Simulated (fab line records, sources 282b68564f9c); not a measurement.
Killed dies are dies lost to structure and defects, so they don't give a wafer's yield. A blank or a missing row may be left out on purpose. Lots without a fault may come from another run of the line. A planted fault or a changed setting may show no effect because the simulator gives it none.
fab line records | flow rit_cmos
record lots=13 wafers=39 last_day=6
route steps=202 shown NRETRO@59 SPACER@128 NSD@133 M1@202
lots that met no fault: from a run of the same line without faults
start_h: hours from the record's first day to the start of the lot's first wafer shown | wait_h: hours since the lot's step before | " the same as in the row above | L1.1+2: a row that stands for several wafers | - no value, or no start given | * or withheld: withheld | < > ~ a bound
route shown NAME@n: a module of which the file shows steps, and the number in the route of the first | usual: mean/standard deviation of fault-free wafers | same: alike in all rows | chamber/n: place in a boat | sites: the reading at each site | _std_site: their standard deviation | _edge_site: outer sites' mean less inner sites' | radius_mm: how far each site lies from the wafer's centre | mask NAME#n: copy n | behind: the tool/chamber that last shaped the wafer | hold: why the lot was held/for how many hours/how that ended | device: the transistor (n, p or np) that didn't switch | end of line: the same wafers' tests at the end of the route | a step without rows: its recipe alone | killed: dies lost to structure and defects at the first sort, not the wafer's yield | map: a wafer's dies, x killed, . not, _ none there
set.NAME: the setting as run; set.NAME@STEP: as run at that earlier step | model.NAME: the simulator's own value behind a step, which no gauge read
steps of the route over a sample of lots; a table a step, a row a wafer
services: from which hour (start_h, from the record's first day; less than 0 if before it) a tool's chamber was out of use, for how many hours, and why
## steps
# step RIT_NRETRO_OVL_MEAS_06
# usual NRETRO_OVL=0.2/1.2
# columns lot.wafer tool chamber start_h wait_h NRETRO_OVL[nm]
L916.1 overlay-01 - 29.50 - 1.2
L916.2 " - " " 1.5
L916.5 " - " " 2.1
L917.2 overlay-01 - 35.05 - 0.5
L917.5 " - " " -0.3
L917.6 " - " " 1.3
L918.1 overlay-01 - 41.05 - 0.6
L918.4 " - " " 1.3
L918.5 " - " " -0.3
L919.1 overlay-02 - 45.18 - 0.5
L919.5 " - " " -0.6
L919.6 " - " " -1.2
L920.2 overlay-02 - 49.46 - 0.3
L920.5 " - " " -1.8
L920.6 " - " " 0.5
L921.1 overlay-01 - 54.56 - -1.2
L921.2 " - " " -0.3
L921.4 " - " " -0.3
L922.3 overlay-01 - 59.57 - 1.0
L922.4 " - " " 0.0
L922.6 " - " " 1.9
L923.1 overlay-02 - 66.25 - 0.4
L923.2 " - " " 1.6
L923.5 " - " " 1.4
L925.1 overlay-01 - 74.78 - 1.0
L925.2 " - " " -0.2
L925.4 " - " " 2.0
L926.1 overlay-01 - 80.45 - -0.6
L926.4 " - " " 1.4
L926.6 " - " " -1.1
L928.1 overlay-02 - 90.73 - 0.2
L928.2 " - " " -0.5
L928.4 " - " " 1.7
L930.2 overlay-01 - 99.69 - -0.5
L930.3 " - " " -2.1
L930.4 " - " " 0.7
L933.2 overlay-02 - 118.62 - -0.6
L933.3 " - " " -0.2
L933.5 " - " " 0.5
# step RIT_SPACER_CVD_03
# recipe material=Si3N4 target_thk_nm=250 temp_c=810 precursor=SiH2Cl2/NH3 time_s=3300 pressure_mtorr=300 sih2cl2_flow_sccm=60 nh3_flow_sccm=150
# usual nh3_flow_sccm=150.1/0.49 pressure_mtorr=300.1/0.58 zone_power_load_pct=22.8/2.9
# same time_s=3300
# columns lot.wafer tool chamber start_h wait_h nh3_flow_sccm pressure_mtorr zone_power_load_pct
L916.1 lpcvd-02 1 43.71 0.0 150.5 300.0 24.8
L916.2 " 1 " " 151.0 299.3 24.4
L916.5 " 1 " " 150.5 300.1 24.2
L917.2 lpcvd-01 1 50.13 0.5 150.0 300.1 18.8
L917.5 " 1 " " 149.9 300.6 18.6
L917.6 " 1 " " 149.8 299.9 18.5
L918.1 lpcvd-01 1 58.19 0.0 150.9 300.1 18.5
L918.4 " 1 " " 150.4 300.4 18.6
L918.5 " 1 " " 150.0 300.7 18.8
L919.1 lpcvd-01 0 60.56 0.0 149.8 300.0 23.2
L919.5 " 0 " " 150.1 299.8 23.8
L919.6 " 0 " " 150.2 300.1 23.8
L920.2 lpcvd-01 0 64.54 0.0 150.0 299.4 23.3
L920.5 " 0 " " 149.2 299.8 23.4
L920.6 " 0 " " 150.3 299.4 24.0
L921.1 lpcvd-02 0 69.75 0.0 149.2 300.0 25.7
L921.2 " 0 " " 149.6 298.9 25.6
L921.4 " 0 " " 149.7 300.1 26.0
L922.3 lpcvd-01 1 75.10 0.0 150.5 300.8 18.5
L922.4 " 1 " " 150.2 300.1 18.3
L922.6 " 1 " " 150.8 300.5 18.5
L923.1 lpcvd-01 0 84.12 0.0 149.7 300.6 23.7
L923.2 " 0 " " 150.2 299.9 23.2
L923.5 " 0 " " 149.4 300.3 23.9
L925.1 lpcvd-01 1 89.37 0.0 149.9 300.7 18.8
L925.2 " 1 " " 149.6 300.6 18.6
L925.4 " 1 " " 150.3 299.9 18.7
L926.1 lpcvd-02 1 94.62 0.0 149.2 299.6 24.3
L926.4 " 1 " " 149.8 300.3 24.6
L926.6 " 1 " " 149.8 299.0 24.1
L928.1 lpcvd-02 1 107.98 0.7 151.1 239.4 24.3
L928.2 " 1 " " 150.1 240.1 24.2
L928.4 " 1 " " 150.2 240.1 24.1
L930.2 lpcvd-02 1 116.77 0.0 150.2 240.6 24.9
L930.3 " 1 " " 149.7 241.3 24.5
L930.4 " 1 " " 149.8 241.0 24.7
L933.2 lpcvd-01 0 133.25 0.0 150.0 300.1 23.6
L933.3 " 0 " " 150.2 300.4 23.7
L933.5 " 0 " " 150.8 300.0 23.4
# step RIT_SPACER_THK_MEAS_04
# recipe reads=Si3N4_of_SPACER_CVD_03
# usual SPACER_NITRIDE_THK=250.3/2.4
# columns lot.wafer tool chamber start_h wait_h SPACER_NITRIDE_THK[nm]
L916.1 film_metro-01 - 45.62 0.0 248.7
L916.2 " - " " 248.8
L916.5 " - " " 248.3
L917.2 film_metro-03 - 52.06 0.0 250.2
L917.5 " - " " 252.6
L917.6 " - " " 251.5
L918.1 film_metro-01 - 60.10 0.0 249.3
L918.4 " - " " 247.9
L918.5 " - " " 250.3
L919.1 film_metro-01 - 62.47 0.0 255.6
L919.5 " - " " 256.5
L919.6 " - " " 254.7
L920.2 film_metro-03 - 66.46 0.0 252.5
L920.5 " - " " 250.2
L920.6 " - " " 252.9
L921.1 film_metro-04 - 71.66 0.0 246.8
L921.2 " - " " 249.1
L921.4 " - " " 248.4
L922.3 film_metro-04 - 78.00 0.0 250.9
L922.4 " - " " 249.3
L922.6 " - " " 251.8
L923.1 film_metro-03 - 86.03 0.0 246.1
L923.2 " - " " 247.6
L923.5 " - " " 247.1
L925.1 film_metro-04 - 91.29 0.0 253.5
L925.2 " - " " 253.2
L925.4 " - " " 253.4
L926.1 film_metro-04 - 96.54 0.0 249.4
L926.4 " - " " 249.0
L926.6 " - " " 249.8
L928.1 film_metro-04 - 109.89 0.0 238.6
L928.2 " - " " 237.6
L928.4 " - " " 235.7
L930.2 film_metro-01 - 118.70 0.0 232.0
L930.3 " - " " 231.3
L930.4 " - " " 232.9
L933.2 film_metro-04 - 135.17 0.0 247.9
L933.3 " - " " 249.5
L933.5 " - " " 249.9
# step RIT_SPACER_ETCHBACK_05
# recipe target_depth_a=2500 SF6_flow_sccm=30 CHF3_flow_sccm=30 target=Si3N4 chemistry=SF6/CHF3 pressure_mtorr=40 rf_w=250 time_s=240 stop_on=SiO2
# usual drypump_motor_current_A=5.8/0.68 oes_product_au=0.840/0.015 rf_fwd_power_W=249.3/0.73 throttle_valve_pct=10.23/0.13
# same time_s=240
# columns lot.wafer tool chamber start_h wait_h drypump_motor_current_A oes_product_au rf_fwd_power_W rf_hours_counter_h throttle_valve_pct
L916.1 rie_diel-01 1 45.68 0.1 6.6 0.822 249.0 17 10.26
L916.2 " 2 " " 5.2 0.819 250.2 18 10.33
L916.5 " 2 " " 5.2 0.814 250.3 - 10.34
L917.2 rie_diel-01 1 52.11 0.0 6.6 0.827 248.9 17 10.27
L917.5 " 0 " " 5.2 0.861 248.3 - 10.08
L917.6 " 1 " " 6.7 0.835 249.2 - 10.26
L918.1 rie_diel-04 1 60.16 0.1 4.7 0.839 249.7 72 10.31
L918.4 " 2 " " 5.4 0.830 249.8 105 10.45
L918.5 " 1 " " 4.7 0.844 250.1 - 10.29
L919.1 rie_diel-01 1 62.53 0.1 6.7 0.846 249.7 17 10.26
L919.5 " 3 " " 6.5 0.883 247.8 - 10.15
L919.6 " 2 " " 5.2 0.831 249.6 - 10.35
L920.2 rie_diel-02 3 66.51 0.0 6.2 0.844 248.1 22 10.27
L920.5 " 2 " " 5.6 0.851 249.7 - 10.33
L920.6 " 3 " " 6.2 0.840 248.5 - 10.26
L921.1 rie_diel-04 0 71.72 0.1 6.2 0.822 249.7 135 10.19
L921.2 " 3 " " 6.4 0.826 249.6 3 9.96
L921.4 " 1 " " 4.7 0.834 249.9 72 10.31
L922.3 rie_diel-04 1 78.04 0.0 4.7 0.840 249.2 72 10.29
L922.4 " 3 " " 6.4 0.825 247.4 3 9.95
L922.6 " 1 " " 4.7 0.840 249.0 - 10.30
L923.1 rie_diel-04 0 86.09 0.1 6.3 0.817 249.4 136 10.18
L923.2 " 3 " " 6.3 0.825 247.9 3 9.94
L923.5 " 0 " " 6.3 0.822 249.1 - 10.20
L925.1 rie_diel-01 3 91.35 0.1 6.4 0.887 249.7 23 10.15
L925.2 " 0 " " 5.2 0.866 249.6 158 10.07
L925.4 " 1 " " 6.6 0.834 249.8 18 10.25
L926.1 rie_diel-01 3 96.60 0.1 6.4 0.863 251.4 23 10.15
L926.4 " 1 " " 6.7 0.838 249.1 18 10.24
L926.6 " 0 " " 5.2 0.848 249.6 - 10.08
L928.1 rie_diel-01 2 109.95 0.1 5.2 0.782 250.1 19 10.32
L928.2 " 1 " " 6.7 0.801 249.3 19 10.26
L928.4 " 3 " " 6.4 0.835 249.1 - 10.16
L930.2 rie_diel-01 3 118.75 0.0 6.5 0.822 250.0 24 10.13
L930.3 " 1 " " 6.7 0.786 247.9 19 10.24
L930.4 " 1 " " 6.7 0.791 248.5 - 10.24
L933.2 rie_diel-01 3 135.22 0.0 6.4 0.865 248.8 24 10.15
L933.3 " 1 " " 6.6 0.837 249.5 19 10.28
L933.5 " 0 " " 5.2 0.844 249.5 - 10.11
# step RIT_NSD_SOFTBAKE_02
# recipe resist=NOVOLAK temp_c=90 time_s=61.69
# usual heater_power_total_W=34.53/0.045 plate_sensor_t_centre_C=90.969/0.011 plate_sensor_t_edge_C=91.022/0.01 resist_line_temp_C=23.03/0.11
# same time_s=61.69
# columns lot.wafer tool chamber start_h wait_h heater_power_total_W plate_sensor_t_centre_C plate_sensor_t_edge_C resist_line_temp_C
L916.1 litho_track-01 0 46.13 0.1 34.62 90.964 91.022 23.00
L916.2 " 0 " " 34.53 90.958 91.024 22.96
L916.5 " 0 " " 34.54 90.979 91.037 23.15
L917.2 litho_track-01 0 52.58 0.1 34.57 90.974 91.010 22.94
L917.5 " 0 " " 34.60 90.995 91.010 23.02
L917.6 " 0 " " 34.54 90.976 91.012 23.05
L918.1 litho_track-03 0 60.61 0.1 34.44 90.971 91.031 22.96
L918.4 " 0 " " 34.51 90.975 91.021 22.86
L918.5 " 0 " " 34.55 90.984 91.019 23.03
L919.1 litho_track-01 0 62.98 0.1 34.54 90.965 91.013 23.01
L919.5 " 0 " " 34.54 90.967 91.013 23.11
L919.6 " 0 " " 34.58 90.964 91.032 23.15
L920.2 litho_track-03 0 66.99 0.1 34.50 90.984 91.003 22.86
L920.5 " 0 " " 34.57 90.975 91.045 23.10
L920.6 " 0 " " 34.56 90.954 91.009 22.98
L921.1 litho_track-04 0 72.17 0.1 34.53 90.974 91.027 22.88
L921.2 " 0 " " 34.45 90.972 91.013 22.89
L921.4 " 0 " " 34.50 90.983 91.017 22.91
L922.3 litho_track-01 0 78.54 0.1 34.66 90.978 91.009 22.89
L922.4 " 0 " " 34.56 90.988 91.016 22.99
L922.6 " 0 " " 34.57 90.978 91.016 22.85
L923.1 litho_track-01 0 86.54 0.1 34.52 90.940 91.004 23.06
L923.2 " 0 " " 34.58 90.971 91.016 23.09
L923.5 " 0 " " 34.56 90.969 91.021 22.95
L925.1 litho_track-03 0 91.98 0.1 34.50 90.990 91.020 22.98
L925.2 " 0 " " 34.52 90.973 91.018 22.94
L925.4 " 0 " " 34.54 90.958 91.014 22.89
L926.1 litho_track-01 0 97.21 0.1 34.52 90.970 91.041 22.87
L926.4 " 0 " " 34.54 90.965 91.027 23.04
L926.6 " 0 " " 34.52 90.973 91.018 23.14
L928.1 litho_track-01 0 110.40 0.1 34.47 90.967 91.025 22.97
L928.2 " 0 " " 34.61 90.960 91.021 23.17
L928.4 " 0 " " 34.53 90.959 91.042 22.92
L930.2 litho_track-04 0 119.22 0.1 34.52 90.948 91.035 23.16
L930.3 " 0 " " 34.57 90.979 91.027 23.24
L930.4 " 0 " " 34.55 90.971 91.014 23.06
L933.2 litho_track-01 0 135.70 0.1 34.56 90.947 91.025 23.13
L933.3 " 0 " " 34.55 90.982 91.015 23.06
L933.5 " 0 " " 34.50 90.958 91.027 22.80
# step RIT_NSD_TW_MEAS_10
# usual NSD_TW=3166/20
# columns lot.wafer tool chamber start_h wait_h NSD_TW
L916.1 film_metro-03 - 47.32 0.1 3137
L916.2 " - " " 3124
L916.5 " - " " 3126
L917.2 film_metro-02 - 53.75 0.1 3155
L917.5 " - " " 3146
L917.6 " - " " 3176
L918.1 film_metro-03 - 61.87 0.1 3147
L918.4 " - " " 3137
L918.5 " - " " 3138
L919.1 film_metro-04 - 64.04 0.1 3185
L919.5 " - " " 3189
L919.6 " - " " 3196
L920.2 film_metro-04 - 68.17 0.1 3203
L920.5 " - " " 3195
L920.6 " - " " 3198
L921.1 film_metro-03 - 73.24 0.1 3140
L921.2 " - " " 3141
L921.4 " - " " 3124
L922.3 film_metro-04 - 79.57 0.1 3203
L922.4 " - " " 3160
L922.6 " - " " 3176
L923.1 film_metro-04 - 87.77 0.1 3198
L923.2 " - " " 3175
L923.5 " - " " 3181
L925.1 film_metro-04 - 93.45 0.1 3154
L925.2 " - " " 3183
L925.4 " - " " 3180
L926.1 film_metro-03 - 98.30 0.1 3182
L926.4 " - " " 3174
L926.6 " - " " 3177
L928.1 film_metro-03 - 111.61 0.1 3205
L928.2 " - " " 3177
L928.4 " - " " 3165
L930.2 film_metro-03 - 120.45 0.1 3159
L930.3 " - " " 3172
L930.4 " - " " 3149
L933.2 film_metro-03 - 136.74 0.1 3157
L933.3 " - " " 3137
L933.5 " - " " 3160
# step RIT_M1_PROBE_99
# usual killed_at_M0_to_M3=0.1/0.34 killed_at_contacts=0.1/0.26 killed_at_front_end=7/3.1 killed_dies=7/3.1 killed_open=3.5/1.9 killed_short=3.4/2.1
# same gross_dies=264 killed_at_M4_up=0 killed_at_back_side=0 killed_at_other=0
# columns lot.wafer tool chamber start_h wait_h killed_at_M0_to_M3 killed_at_contacts killed_at_front_end killed_dies killed_open killed_short
L916.1 prober-01 - 58.45 0.1 0 0 6 6 4 2
L916.2 prober-01 - 58.50 0.1 0 0 7 7 2 5
L916.5 prober-01 - 58.65 0.2 0 0 7 7 4 3
L917.2 prober-01 - 63.79 0.1 2 0 10 12 4 6
L917.5 prober-01 - 63.94 0.2 0 0 7 7 3 4
L917.6 prober-01 - 63.99 0.2 3 0 2 5 1 1
L918.1 prober-02 - 72.77 0.1 0 0 14 14 5 9
L918.4 prober-02 - 72.92 0.2 0 0 12 12 7 5
L918.5 prober-02 - 72.97 0.2 0 0 2 2 0 1
L919.1 prober-01 - 74.27 0.1 0 0 6 6 2 4
L919.5 prober-01 - 74.47 0.2 0 0 5 5 4 1
L919.6 prober-01 - 74.52 0.2 0 0 8 8 2 6
L920.2 prober-02 - 78.01 0.1 0 0 4 4 2 2
L920.5 prober-02 - 78.16 0.2 0 0 7 7 6 1
L920.6 prober-02 - 78.21 0.2 0 0 7 7 5 2
L921.1 prober-01 - 83.67 0.1 0 0 3 3 1 2
L921.2 prober-01 - 83.72 0.1 0 0 5 5 2 3
L921.4 prober-01 - 83.82 0.2 0 0 5 5 3 2
L922.3 prober-02 - 89.20 0.2 0 0 15 15 7 8
L922.4 prober-02 - 89.25 0.2 0 0 9 9 6 3
L922.6 prober-02 - 89.35 0.2 0 0 8 8 4 4
L923.1 prober-01 - 98.85 0.1 0 0 6 6 4 2
L923.2 prober-01 - 98.90 0.1 0 0 12 12 3 9
L923.5 prober-01 - 99.05 0.2 0 0 5 5 4 1
L925.1 prober-01 - 106.17 0.1 0 0 12 12 9 3
L925.2 prober-01 - 106.22 0.1 0 0 9 9 3 6
L925.4 prober-01 - 106.32 0.2 0 0 5 5 2 3
L926.1 prober-02 - 107.92 0.1 0 0 3 3 1 2
L926.4 prober-02 - 108.07 0.2 0 0 7 7 3 4
L926.6 prober-02 - 108.17 0.2 0 0 6 6 3 3
L928.1 prober-02 - 121.97 0.1 0 0 7 7 4 3
L928.2 prober-02 - 122.02 0.1 0 1 4 5 1 4
L928.4 prober-02 - 122.12 0.2 0 0 3 3 2 1
L930.2 prober-02 - 130.43 0.1 0 0 7 7 2 5
L930.3 prober-02 - 130.48 0.2 0 0 10 10 4 5
L930.4 prober-02 - 130.53 0.2 0 0 6 6 1 4
L933.2 prober-01 - 146.65 0.1 0 0 5 5 3 2
L933.3 prober-01 - 146.70 0.2 0 0 8 8 3 5
L933.5 prober-01 - 146.80 0.2 0 0 8 8 6 2
# killed by level:class
L916.1 FOX1:geometric_particle:open=2 REOX:geometric_particle:short=2 FOX2:geometric_particle:open=1 REOX:geometric_particle:open=1
L916.2 SPACER:geometric_particle:short=3 GATE:geometric_particle:short=2 GATE:geometric_particle:open=1 SPACER:geometric_particle:open=1
L916.5 SPACER:geometric_particle:open=2 FOX1:geometric_particle:short=1 GATE:geometric_particle:open=1 GATE:geometric_particle:short=1 REOX:geometric_particle:open=1 SPACER:geometric_particle:short=1
L917.2 GATE:geometric_particle:short=3 FOX1:geometric_particle:open=2 SPACER:geometric_particle:open=2 SILICIDE:geometric_particle:short=2 M1:coat_microbubble_printed=2 REOX:geometric_particle:short=1
L917.5 SPACER:geometric_particle:open=2 FOX1:geometric_particle:short=1 FOX2:geometric_particle:open=1 FOX2:geometric_particle:short=1 GATE:geometric_particle:short=1 SILICIDE:geometric_particle:short=1
L917.6 M1:coat_microbubble_printed=3 GATE:geometric_particle:short=1 SILICIDE:geometric_particle:open=1
L918.1 SILICIDE:geometric_particle:short=3 GATE:geometric_particle:open=2 GATE:geometric_particle:short=2 REOX:geometric_particle:short=2 SILICIDE:geometric_particle:open=2 FOX1:geometric_particle:short=1 FOX2:geometric_particle:open=1 SPACER:geometric_particle:short=1
L918.4 GATE:geometric_particle:short=3 GATE:geometric_particle:open=3 FOX1:geometric_particle:short=1 FOX1:geometric_particle:open=1 FOX2:geometric_particle:open=1 REOX:geometric_particle:open=1 SPACER:geometric_particle:short=1 SILICIDE:geometric_particle:open=1
L918.5 SILICIDE:geometric_particle:short=1 PWELL:coat_microbubble_printed=1
L919.1 FOX1:geometric_particle:short=1 FOX2:geometric_particle:short=1 GATE:geometric_particle:short=1 REOX:geometric_particle:open=1 SPACER:geometric_particle:open=1 SPACER:geometric_particle:short=1
L919.5 SILICIDE:geometric_particle:open=2 FOX2:geometric_particle:short=1 GATE:geometric_particle:open=1 SPACER:geometric_particle:open=1
L919.6 GATE:geometric_particle:short=3 FOX2:geometric_particle:open=1 FOX2:geometric_particle:short=1 REOX:geometric_particle:short=1 SPACER:geometric_particle:open=1 SPACER:geometric_particle:short=1
L920.2 GATE:geometric_particle:open=2 GATE:geometric_particle:short=1 SPACER:geometric_particle:short=1
L920.5 FOX2:geometric_particle:open=2 FOX1:geometric_particle:open=1 GATE:geometric_particle:short=1 REOX:geometric_particle:open=1 SPACER:geometric_particle:open=1 SILICIDE:geometric_particle:open=1
L920.6 FOX2:geometric_particle:open=2 FOX1:geometric_particle:short=1 FOX1:geometric_particle:open=1 FOX2:geometric_particle:short=1 SILICIDE:geometric_particle:open=1 STARTING-WAFER:geometric_particle:open=1
L921.1 FOX1:geometric_particle:short=1 FOX2:geometric_particle:open=1 GATE:geometric_particle:short=1
L921.2 GATE:geometric_particle:short=2 REOX:geometric_particle:open=1 SPACER:geometric_particle:short=1 SILICIDE:geometric_particle:open=1
L921.4 GATE:geometric_particle:short=1 GATE:geometric_particle:open=1 REOX:geometric_particle:short=1 REOX:geometric_particle:open=1 SPACER:geometric_particle:open=1
L922.3 GATE:geometric_particle:short=5 FOX1:geometric_particle:open=4 FOX2:geometric_particle:open=2 FOX2:geometric_particle:short=1 REOX:geometric_particle:short=1 SPACER:geometric_particle:short=1 SILICIDE:geometric_particle:open=1
L922.4 FOX1:geometric_particle:open=3 FOX1:geometric_particle:short=1 FOX2:geometric_particle:open=1 FOX2:geometric_particle:short=1 REOX:geometric_particle:short=1 REOX:geometric_particle:open=1 SILICIDE:geometric_particle:open=1
L922.6 FOX1:geometric_particle:open=2 REOX:geometric_particle:short=2 FOX1:geometric_particle:short=1 FOX2:geometric_particle:short=1 FOX2:geometric_particle:open=1 GATE:geometric_particle:open=1
L923.1 FOX1:geometric_particle:open=2 FOX2:geometric_particle:short=2 FOX2:geometric_particle:open=1 SILICIDE:geometric_particle:open=1
L923.2 FOX1:geometric_particle:short=3 SPACER:geometric_particle:short=3 GATE:geometric_particle:short=2 FOX2:geometric_particle:open=1 FOX2:geometric_particle:short=1 GATE:geometric_particle:open=1 SILICIDE:geometric_particle:open=1
L923.5 FOX1:geometric_particle:open=2 GATE:geometric_particle:open=2 GATE:geometric_particle:short=1
L925.1 GATE:geometric_particle:open=3 SPACER:geometric_particle:open=3 FOX1:geometric_particle:open=2 GATE:geometric_particle:short=2 FOX2:geometric_particle:open=1 SILICIDE:geometric_particle:short=1
L925.2 SILICIDE:geometric_particle:short=2 FOX1:geometric_particle:open=1 FOX2:geometric_particle:short=1 GATE:geometric_particle:short=1 GATE:geometric_particle:open=1 REOX:geometric_particle:short=1 SPACER:geometric_particle:open=1 SPACER:geometric_particle:short=1
L925.4 SPACER:geometric_particle:short=2 FOX1:geometric_particle:short=1 REOX:geometric_particle:open=1 SPACER:geometric_particle:open=1
L926.1 FOX1:geometric_particle:short=1 GATE:geometric_particle:open=1 SPACER:geometric_particle:short=1
L926.4 REOX:geometric_particle:short=2 FOX1:geometric_particle:short=1 FOX2:geometric_particle:open=1 GATE:geometric_particle:open=1 SPACER:geometric_particle:short=1 SILICIDE:geometric_particle:open=1
L926.6 GATE:geometric_particle:short=2 SPACER:geometric_particle:open=2 GATE:geometric_particle:open=1 SPACER:geometric_particle:short=1
L928.1 FOX1:geometric_particle:open=2 FOX2:geometric_particle:short=2 FOX2:geometric_particle:open=1 GATE:geometric_particle:open=1 SPACER:geometric_particle:short=1
L928.2 REOX:geometric_particle:short=2 GATE:geometric_particle:open=1 SILICIDE:geometric_particle:short=1 CONTACT:geometric_particle:short=1
L928.4 SPACER:geometric_particle:open=1 FOX1:geometric_particle:short=1 GATE:geometric_particle:open=1
L930.2 SPACER:geometric_particle:short=2 FOX1:geometric_particle:short=1 GATE:geometric_particle:short=1 SPACER:geometric_particle:open=1 SILICIDE:geometric_particle:short=1 SILICIDE:geometric_particle:open=1
L930.3 GATE:geometric_particle:open=2 SILICIDE:geometric_particle:short=2 FOX1:geometric_particle:short=1 FOX2:geometric_particle:open=1 GATE:geometric_particle:short=1 SPACER:geometric_particle:short=1 SILICIDE:geometric_particle:open=1 GATE:coat_microbubble_printed=1
L930.4 FOX1:geometric_particle:short=1 FOX2:geometric_particle:short=1 GATE:geometric_particle:short=1 GATE:geometric_particle:open=1 SPACER:geometric_particle:short=1 GATE:coat_microbubble_printed=1
L933.2 REOX:geometric_particle:open=2 GATE:geometric_particle:open=1 REOX:geometric_particle:short=1 SPACER:geometric_particle:short=1
L933.3 GATE:geometric_particle:short=4 FOX2:geometric_particle:short=1 GATE:geometric_particle:open=1 REOX:geometric_particle:open=1 SPACER:geometric_particle:open=1
L933.5 FOX2:geometric_particle:open=2 GATE:geometric_particle:open=2 REOX:geometric_particle:short=1 SPACER:geometric_particle:short=1 SPACER:geometric_particle:open=1 SILICIDE:geometric_particle:open=1
## services
# columns tool chamber start_h hours kind
rie_diel-01 3 21.77 7.6 repair
rie_diel-01 - 39.73 0.3 repair
lpcvd-02 - 53.12 1.8 repair
rie_diel-02 - 72.63 2.8 pm
rie_diel-04 - 75.68 0.6 repair
rie_diel-04 1 97.35 7.6 repair
rie_diel-04 0 101.10 4.5 repair
rie_diel-01 0 106.33 - clean
rie_diel-01 0 106.33 22.8 scheduled_down
rie_diel-01 0 106.33 22.8 vent_cycle
rie_diel-04 3 109.76 2.6 repair
rie_diel-04 0 121.56 1.8 repair
## key
first_sign step=RIT_SPACER_CVD_03 reading=pressure_mtorr direction=down sigmas=99+ usual=300.1 struck=240.4
effect step=RIT_SPACER_THK_MEAS_04 reading=SPACER_NITRIDE_THK direction=down sigmas=6.4 usual=250.3 struck=234.7
effect step=RIT_SPACER_ETCHBACK_05 reading=oes_product_au direction=down sigmas=2.5 usual=0.840 struck=0.803
met_at RIT_SPACER_CVD_03
struck_lots L928,L930
tester_left_out L928,L930
not_acting_at RIT_NRETRO_OVL_MEAS_06,RIT_NSD_SOFTBAKE_02,RIT_NSD_TW_MEAS_10
onset_between 94.62 107.98
fault kind=process_parameter_drift tool=lpcvd-02 chamber=- onset_h=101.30 steps=RIT_SPACER_CVD_03 channel=pressure_mtorr offset=-60 shape=step end_h=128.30 acts_in=these_recipes_only stated=300
# tester_left_out: of these lots the tester's yield and bins aren't shown, on N5 and GAA mostly nor the transistor test; their killed dies are dies lost to structure and defects alone, not to doping, threshold or leakage, so they don't give the yield
